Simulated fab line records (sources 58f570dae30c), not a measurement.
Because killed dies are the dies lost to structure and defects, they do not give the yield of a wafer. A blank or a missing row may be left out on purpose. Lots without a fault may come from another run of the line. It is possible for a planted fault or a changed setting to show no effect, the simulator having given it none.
Which tool is to blame?    flow berkeleyCmos170    14 lots, 42 wafers sampled, at 4 steps of a route of 331

== WHAT THE GAUGES READ, wafer by wafer ==
UCB170_SDANNEAL_RS_MEAS_02: measurement is done with a four-point probe.
lot   measured      on            PSD_RS (ohm/sq)
L130  day 8 06:42   filmMetro-02  74.8 74.9 74.9
L131  day 8 21:44   filmMetro-01  75.3 75.0 75.1
L132  day 8 20:09   filmMetro-03  74.7 74.4 74.4
L133  day 8 21:03   filmMetro-01  74.9 75.4 75.4
L134  day 9 08:35   filmMetro-03  74.7 74.9 74.9
L136  day 9 10:19   filmMetro-02  74.7 74.4 74.8
L137  day 9 09:16   filmMetro-02  75.2 75.6 75.5
L138  day 9 09:14   filmMetro-01  74.8 75.4 75.0
L140  day 10 13:03  filmMetro-03  74.7 74.9 75.1
L141  day 10 12:47  filmMetro-01  75.0 75.2 75.3
L142  day 10 13:29  filmMetro-02  74.7 74.5 74.5
L145  day 11 20:18  filmMetro-01  75.0 75.4 75.1
L149  day 12 08:26  filmMetro-01  75.6 75.4 75.6
L150  day 12 08:15  filmMetro-03  74.7 74.8 75.2

UCB170_CONTACT_OVL_MEAS_16.
lot   measured      on          CONTACT_OVL (nm)
L130  day 8 12:16   overlay-02  5 12 6
L131  day 9 04:11   overlay-02  0 4 7
L132  day 9 01:19   overlay-01  7 10 6
L133  day 9 03:56   overlay-01  -1 3 5
L134  day 9 14:47   overlay-01  -2 -9 -3
L136  day 9 17:32   overlay-01  2 5 1
L137  day 9 15:15   overlay-01  0 5 9
L138  day 9 15:20   overlay-02  2 11 10
L140  day 10 20:49  overlay-02  8 -1 1
L141  day 10 21:10  overlay-02  8 3 10
L142  day 10 21:25  overlay-01  0 2 -3
L145  day 12 01:16  overlay-01  4 3 8
L149  day 12 16:04  overlay-02  1 5 2
L150  day 12 15:47  overlay-02  -2 3 1

UCB170_V2_CD_MEAS_90: the cd target is 700 nm.
lot   measured      on        cdNm (nm)
L130  day 9 01:32   cdSem-01  701.0 702.1 701.0
L131  day 9 22:10   cdSem-01  699.2 697.9 699.2
L132  day 9 12:32   cdSem-02  697.9 698.9 698.7
L133  day 9 16:34   cdSem-01  700.8 700.9 700.7
L134  day 10 04:45  cdSem-01  699.8 699.0 699.3
L136  day 10 08:48  cdSem-01  700.4 698.7 699.7
L137  day 10 03:51  cdSem-01  699.3 697.4 699.7
L138  day 10 08:32  cdSem-01  700.1 699.0 699.0
L140  day 11 09:18  cdSem-01  698.8 702.3 701.1
L141  day 11 10:41  cdSem-01  700.8 697.6 697.9
L142  day 11 11:06  cdSem-02  701.3 701.1 701.7
L145  day 12 12:46  cdSem-02  700.1 701.4 700.0
L149  day 13 07:24  cdSem-01  701.0 700.3 699.6
L150  day 13 03:25  cdSem-02  698.1 698.8 699.7

== WHICH TOOL RAN EACH LOT (tool, then ch and the chambers of the sampled wafers, then the start) ==
lot   UCB170_SACOX_OXIDATION_01
L130  furnace-02 ch 0, day 6 03:45
L131  furnace-04 ch 0, day 6 20:54
L132  furnace-04 ch 0, day 6 20:54
L133  furnace-04 ch 0, day 6 20:54
L134  furnace-02 ch 0, day 7 05:04
L136  furnace-04 ch 0, day 7 12:37
L137  furnace-04 ch 0, day 7 12:37
L138  furnace-04 ch 0, day 7 12:37
L140  furnace-01 ch 0, day 8 05:56
L141  furnace-01 ch 0, day 8 05:56
L142  furnace-01 ch 0, day 8 05:56
L145  furnace-04 ch 0, day 9 14:05
L149  furnace-04 ch 0, day 10 12:16
L150  furnace-04 ch 0, day 10 12:16
- UCB170_SACOX_OXIDATION_01: target thk 14.4 nm, ox time 2400 s.

== WHAT THE TOOLS THEMSELVES READ (means of the sampled wafers that have a number; where no wafer has one, the mark that the record gives instead) ==
The record holds no such reading with a usual standard deviation.

== THE ANSWER, worked out from the rows above alone ==
Rule: the usual values come from the lots themselves. Put in order of their means at a reading, lots are off if they are a third of the lots or fewer, leave a main group of 4 or more, and stand apart from it by a gap of 3 or more times the standard deviation of the main group's means; of several such gaps the widest counts. The tables above print the reading to a certain number of digits; a main group whose means all agree to those digits is not used. A lot without any number at a reading at which 4 lots or more have one is off too. The other lots that the step has rows for count as sound. The gauges are gone through in route order, then the tools' own readings, and for those a lot's mean is taken as printed above. The first step at which some lot is off is used, and at that step the reading that is off furthest; a lot without a number counts as furthest.
Nothing can be told from this: no lot is off at any reading shown.

== WHAT THE SIMULATOR HAD INSERTED ==
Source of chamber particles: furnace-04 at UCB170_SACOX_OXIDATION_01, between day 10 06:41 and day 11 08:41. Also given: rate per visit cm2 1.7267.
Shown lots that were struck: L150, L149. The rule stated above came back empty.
